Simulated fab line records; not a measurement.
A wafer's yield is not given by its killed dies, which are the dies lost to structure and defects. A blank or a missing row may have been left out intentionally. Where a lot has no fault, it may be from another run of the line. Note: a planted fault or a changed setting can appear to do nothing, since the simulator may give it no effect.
fab line records    flow rit_cmos
record: lots: 15  wafers: 45  last_day: 7
route steps=202 shown CONTACT@173
lots that met no fault: from a run of the same line without faults
start_h: hours from the record's opening day to when the first of the lot's shown wafers began    wait_h: hours elapsed since this lot's preceding step    " repeats the value in the row above    L1.1+2: a single row standing in for several wafers    - no value present, or no start provided    * or withheld: withheld    < > ~ a bound
route shown NAME@n: a module of which the file shows steps, and the number in the route of the first    usual: the fault-free wafers' mean and standard deviation    same: alike in all rows    chamber/n: place in a boat    sites: each site's reading    _std_site: their standard deviation    _edge_site: mean of outer sites minus mean of inner sites    radius_mm: how far each site lies from the wafer's centre    mask NAME#n: copy n    behind: the most recent tool/chamber to have shaped the wafer    hold: the reason the lot was held/the length of the hold in hours/how it ended    device: whichever transistor did not switch (one of n, p or np)    end of line: the route-end tests of the same wafers    a step without rows: its recipe alone    killed: not the wafer's yield, but the dies lost to structure and defects at the first sort    map: dies across one wafer; x = killed, . = not, _ = none there
set.NAME: the setting that was run; set.NAME@STEP: the one run at that earlier step    model.NAME: the simulator's own value behind a step, which no gauge read
steps of the route over a sample of lots; a table a step, a row a wafer
services: when a tool's chamber went out of use (start_h, in hours from the record's first day, below 0 if earlier), for how many hours, and the reason
== steps ==
step: RIT_CONTACT_EXPOSE_05
recipe: mask_id: M11  na: 0.6  source_shape: conventional  sigma_outer: 0.5  target_cd_nm: 1000  dose_mj: 250
usual: exposure_dose_mJ_cm2: 249.99/0.28  focus_offset_nm: 0.1/0.53  stage_vel_mm_s: 500.00/0.25
lot.wafer  tool              chamber  start_h  wait_h  mask   exposure_dose_mJ_cm2  focus_offset_nm  stage_vel_mm_s
L448.3     iline_stepper-02  0        51.41    0.1     M11#0  249.75                0.5              499.81
L448.4     "                 0        "        "       M11#0  250.25                0.5              500.26
L448.5     "                 0        "        "       M11#0  250.08                0.3              500.41
L449.2     iline_stepper-02  0        56.75    0.1     M11#0  250.45                0.3              500.06
L449.3     "                 0        "        "       M11#0  250.62                0.2              499.72
L449.4     "                 0        "        "       M11#0  250.69                0.5              499.77
L451.1     iline_stepper-02  0        66.15    0.1     M11#0  249.73                0.2              500.08
L451.2     "                 0        "        "       M11#0  249.61                0.9              499.98
L451.5     "                 0        "        "       M11#0  249.58                -1.0             499.93
L454.1     iline_stepper-02  0        80.46    0.1     M11#0  249.85                -0.6             500.32
L454.3     "                 0        "        "       M11#0  249.61                0.2              500.13
L454.6     "                 0        "        "       M11#0  249.72                -0.7             499.99
L455.3     iline_stepper-02  0        86.84    0.1     M11#0  250.02                1.2              499.81
L455.4     "                 0        "        "       M11#0  249.63                1.3              499.95
L455.6     "                 0        "        "       M11#0  249.51                0.5              499.90
L456.3     iline_stepper-02  -        91.74    0.1     M11#0  -                     -                -
L456.4     "                 -        "        "       M11#0  -                     -                -
L456.6     "                 -        "        "       M11#0  -                     -                -
L457.3     iline_stepper-02  -        97.42    0.2     M11#0  -                     -                -
L457.4     "                 -        "        "       M11#0  -                     -                -
L457.5     "                 -        "        "       M11#0  -                     -                -
L458.2     iline_stepper-02  -        102.29   0.1     M11#0  -                     -                -
L458.4     "                 -        "        "       M11#0  -                     -                -
L458.5     "                 -        "        "       M11#0  -                     -                -
L459.1     iline_stepper-02  0        105.63   0.1     M11#0  249.76                -1.2             500.16
L459.3     "                 0        "        "       M11#0  249.73                -0.4             500.29
L459.4     "                 0        "        "       M11#0  249.63                0.2              500.36
L464.4     iline_stepper-02  0        132.24   0.1     M11#0  249.76                0.7              500.19
L464.5     "                 0        "        "       M11#0  249.70                0.3              499.94
L464.6     "                 0        "        "       M11#0  249.89                0.3              499.72
L465.1     iline_stepper-01  0        136.06   0.2     M11#0  249.62                0.7              500.02
L465.2     "                 0        "        "       M11#0  249.63                -0.2             500.05
L465.5     "                 0        "        "       M11#0  249.67                0.5              500.18
L467.3     iline_stepper-02  0        147.37   0.2     M11#0  250.02                0.2              500.36
L467.4     "                 0        "        "       M11#0  249.90                0.8              500.22
L467.5     "                 0        "        "       M11#0  249.87                0.7              500.11
L469.3     iline_stepper-01  0        160.90   0.1     M11#0  249.51                0.1              499.83
L469.5     "                 0        "        "       M11#0  250.00                0.6              500.19
L469.6     "                 0        "        "       M11#0  249.65                -0.4             500.03
L470.1     iline_stepper-02  0        163.22   0.2     M11#0  250.40                -0.1             499.90
L470.4     "                 0        "        "       M11#0  250.40                -0.2             499.98
L470.5     "                 0        "        "       M11#0  250.29                -0.2             499.41
L471.2     iline_stepper-02  0        168.29   0.1     M11#0  250.09                -0.2             500.09
L471.3     "                 0        "        "       M11#0  250.39                -0.2             500.10
L471.5     "                 0        "        "       M11#0  250.18                -1.5             500.17
== services ==
tool              chamber  start_h  hours  kind
iline_stepper-01  -        46.49    21.0   repair
iline_stepper-02  -        67.48    2.1    pm
iline_stepper-02  -        69.57    -      consumable_replace:lamp
iline_stepper-01  -        85.88    1.7    pm
iline_stepper-01  -        117.26   2.1    pm
iline_stepper-01  -        119.34   -      consumable_replace:lamp
iline_stepper-02  -        119.34   1.7    pm
== key ==
first_sign: step: RIT_CONTACT_EXPOSE_05  reading: tool_record  direction: missing
effect none on later readings
met_at RIT_CONTACT_EXPOSE_05
struck_lots L456,L457,L458
later_rows_left_out L456.3,L456.4,L456.6,L457.3,L457.4,L457.5,L458.2,L458.4,L458.5
sort_left_out L456.3,L456.4,L456.6,L457.3,L457.4,L457.5,L458.2,L458.4,L458.5
tester_left_out L456,L457,L458
onset_between 86.84 91.74
fault: kind: skipped_step_whole  tool: iline_stepper-02  chamber: -  onset_h: 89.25  steps: RIT_CONTACT_EXPOSE_05  scope: struck_lots_only
tester_left_out: of these lots the tester's yield and bins aren't shown, on N5 and GAA mostly nor the transistor test; their killed dies are dies lost to structure and defects alone, not to doping, threshold or leakage, so they don't give the yield
sort_left_out: the simulated sort isn't trusted on such a fault, so these wafers' sort isn't shown, and their yield isn't known
later_rows_left_out: the simulator's readings of these wafers behind a module that went badly wrong aren't trusted and aren't shown, but for the sort
